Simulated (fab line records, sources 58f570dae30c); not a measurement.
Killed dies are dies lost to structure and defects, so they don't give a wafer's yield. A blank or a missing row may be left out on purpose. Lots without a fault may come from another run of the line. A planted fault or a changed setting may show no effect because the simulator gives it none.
Which tool did it? | flow berkeley_cmos170 | 13 lots, 39 wafers sampled, at 6 steps of a route of 331

WHAT THE GAUGES READ, wafer by wafer
UCB170_PWELL_THK_MEAS_06.
lot  | measured    | on            | PWELL_NITRIDE_THK (nm)
L797 | day 3 12:28 | film_metro-02 | 219.8 218.6 218.8
L796 | day 3 12:28 | film_metro-04 | 222.4 219.8 221.9
L798 | day 4 04:14 | film_metro-02 | 216.1 217.9 217.3
L799 | day 4 04:14 | film_metro-04 | 217.7 217.9 217.6
L801 | day 4 11:46 | film_metro-02 | 220.5 219.0 220.6
L805 | day 5 11:04 | film_metro-02 | 218.1 219.3 217.2
L808 | day 6 11:12 | film_metro-02 | 220.3 221.9 220.2
L810 | day 6 11:13 | film_metro-03 | 219.5 223.0 221.2
L811 | day 6 18:46 | film_metro-04 | 220.6 220.8 220.1
L814 | day 7 11:29 | film_metro-02 | 224.3 221.5 220.1
L816 | day 7 19:45 | film_metro-03 | 216.5 215.3 217.1
L817 | day 7 19:45 | film_metro-04 | 220.2 218.8 219.3
L818 | day 8 11:50 | film_metro-04 | 219.4 219.4 219.6

UCB170_NSD_CD_MEAS_06: target cd 1200 nm.
lot  | measured     | on        | cd_nm (nm)
L797 | day 8 03:31  | cd_sem-01 | 1198.8 1199.6 1200.9
L796 | day 8 03:25  | cd_sem-01 | 1199.2 1200.2 1198.7
L798 | day 8 19:34  | cd_sem-02 | 1200.7 1200.6 1201.8
L799 | day 8 20:17  | cd_sem-02 | 1199.9 1199.0 1199.5
L801 | day 9 04:48  | cd_sem-01 | - - -
L805 | day 10 12:07 | cd_sem-02 | 1201.8 1200.4 1201.3
L808 | day 11 13:23 | cd_sem-01 | 1201.8 1200.0 1201.4
L810 | day 11 13:52 | cd_sem-01 | 1199.2 1199.8 1199.6
L811 | day 11 14:28 | cd_sem-01 | 1201.2 1201.9 1201.5
L814 | day 12 20:50 | cd_sem-01 | 1199.0 1198.0 1198.5
L816 | day 12 21:20 | cd_sem-01 | 1197.3 1198.8 1199.7
L817 | day 12 21:11 | cd_sem-01 | 1198.4 1198.9 1198.4
L818 | day 13 23:53 | cd_sem-01 | 1198.6 1199.8 1202.3

UCB170_NSD_TW_MEAS_10.
lot  | measured     | on            | NSD_TW
L797 | day 8 03:55  | film_metro-01 | 4166 4177 4162
L796 | day 8 03:49  | film_metro-03 | 4181 4195 4187
L798 | day 8 19:58  | film_metro-03 | 4195 4182 4191
L799 | day 8 20:41  | film_metro-01 | 4166 4164 4144
L801 | day 9 05:11  | film_metro-04 | 31 31 30
L805 | day 10 12:32 | film_metro-01 | 4168 4181 4187
L808 | day 11 13:47 | film_metro-01 | 4193 4200 4214
L810 | day 11 14:16 | film_metro-04 | 4267 4262 4267
L811 | day 11 14:52 | film_metro-04 | 4238 4260 4259
L814 | day 12 21:14 | film_metro-03 | 4208 4200 4194
L816 | day 12 21:46 | film_metro-03 | 4202 4184 4191
L817 | day 12 21:34 | film_metro-01 | 4214 4218 4199
L818 | day 14 00:17 | film_metro-03 | 4232 4199 4186

UCB170_SDANNEAL_RS_MEAS_03: measures by four-point-probe.
lot  | measured     | on            | NSD_RS (ohm/sq)
L797 | day 8 05:34  | film_metro-04 | 37.50 37.52 37.43
L796 | day 8 05:16  | film_metro-01 | 37.71 37.67 37.70
L798 | day 8 21:15  | film_metro-03 | 37.72 37.67 37.72
L799 | day 8 22:17  | film_metro-04 | 37.68 37.64 37.56
L801 | day 9 06:27  | film_metro-03 | 37.51 37.55 37.56
L805 | day 10 14:20 | film_metro-01 | 37.59 37.55 37.60
L808 | day 11 14:59 | film_metro-01 | 37.79 37.60 37.69
L810 | day 11 15:32 | film_metro-04 | 37.59 37.71 37.69
L811 | day 11 16:11 | film_metro-01 | 37.64 37.54 37.68
L814 | day 12 22:43 | film_metro-01 | 37.79 37.65 37.66
L816 | day 12 23:12 | film_metro-04 | 37.66 37.54 37.68
L817 | day 12 22:49 | film_metro-03 | 37.63 37.47 37.66
L818 | day 14 01:59 | film_metro-01 | 37.72 37.67 37.66

WHICH TOOL RAN EACH LOT (tool, then ch and the chambers of the sampled wafers, then the start)
lot  | UCB170_NSD_EXPOSE_03              | UCB170_SDANNEAL_RTA_00
L797 | krf_scanner-02 ch 0, day 8 02:49  | rtp_anneal-02 ch 0, day 8 05:19
L796 | krf_scanner-01 ch 0, day 8 02:35  | rtp_anneal-01 ch 0, day 8 05:01
L798 | krf_scanner-02 ch 0, day 8 19:10  | rtp_anneal-01 ch 0, day 8 21:01
L799 | krf_scanner-01 ch 0, day 8 19:46  | rtp_anneal-01 ch 0, day 8 22:02
L801 | krf_scanner-01 ch 0, day 9 04:24  | rtp_anneal-01 ch 0, day 9 06:10
L805 | krf_scanner-01 ch 0, day 10 11:31 | rtp_anneal-01 ch 0, day 10 13:52
L808 | krf_scanner-02 ch 0, day 11 12:40 | rtp_anneal-01 ch 0, day 11 14:45
L810 | krf_scanner-01 ch 0, day 11 13:20 | rtp_anneal-01 ch 0, day 11 15:15
L811 | krf_scanner-02 ch 0, day 11 13:49 | rtp_anneal-01 ch 0, day 11 15:55
L814 | krf_scanner-02 ch 0, day 12 20:26 | rtp_anneal-02 ch 0, day 12 22:21
L816 | krf_scanner-01 ch 0, day 12 20:56 | rtp_anneal-02 ch 0, day 12 22:50
L817 | krf_scanner-01 ch 0, day 12 20:47 | rtp_anneal-01 ch 0, day 12 22:34
L818 | krf_scanner-01 ch 0, day 13 23:20 | rtp_anneal-01 ch 0, day 14 01:44
- UCB170_NSD_EXPOSE_03: exposes mask NSELECT MOD, target cd 1200 nm.
- UCB170_SDANNEAL_RTA_00: time 10 s.

WHAT THE TOOLS THEMSELVES READ (means of the sampled wafers that have a number; where no wafer has one, the mark that the record gives instead)
UCB170_SDANNEAL_RTA_00.
lot  | tool          | lamp_power_pct (%) | wafer_temp_C_max
L797 | rtp_anneal-02 | 24.1               | 903.6
L796 | rtp_anneal-01 | 21.7               | 902.1
L798 | rtp_anneal-01 | 21.7               | 902.6
L799 | rtp_anneal-01 | 21.7               | 902.7
L801 | rtp_anneal-01 | 21.7               | 902.7
L805 | rtp_anneal-01 | 21.7               | 902.6
L808 | rtp_anneal-01 | 21.7               | 903.0
L810 | rtp_anneal-01 | 21.7               | 902.3
L811 | rtp_anneal-01 | 21.7               | 901.9
L814 | rtp_anneal-02 | 24.1               | 903.3
L816 | rtp_anneal-02 | 24.1               | 902.8
L817 | rtp_anneal-01 | 21.7               | 903.1
L818 | rtp_anneal-01 | 21.7               | 902.8

THE ANSWER, worked out from the rows above alone
Rule: what is usual is taken from the lots themselves. Put in order of their means at a reading, lots are off if they are a third of the lots or fewer, leave a main group of 4 or more, and stand apart from it by a gap of 3 or more times the standard deviation of the main group's means; of several such gaps the widest counts. A main group whose means are all the same, to the digits that the tables above print for the reading, isn't used. A lot without any number at a reading at which 4 lots or more have one is off too. The other lots that the step has rows for count as sound. The gauges are gone through in route order, then the tools' own readings, and for those a lot's mean is taken as printed above. The first step at which some lot is off is used, and at that step the reading that is off furthest; a lot without a number counts as furthest.
Off: L801, at UCB170_NSD_CD_MEAS_06 (cd_nm). Without a number there: L801. The main group: mean 1199.9 nm, standard deviation 1.
A tool fits if, at a process step before that reading, it ran every lot that is off, and no sound lot after the first of them. The gauges at UCB170_NSD_CD_MEAS_06 aren't tried: what is off there is off at UCB170_NSD_TW_MEAS_10 too, on other tools, and a gauge's error can't cause that. None of those tried fits.

WHAT THE SIMULATOR HAD PUT IN
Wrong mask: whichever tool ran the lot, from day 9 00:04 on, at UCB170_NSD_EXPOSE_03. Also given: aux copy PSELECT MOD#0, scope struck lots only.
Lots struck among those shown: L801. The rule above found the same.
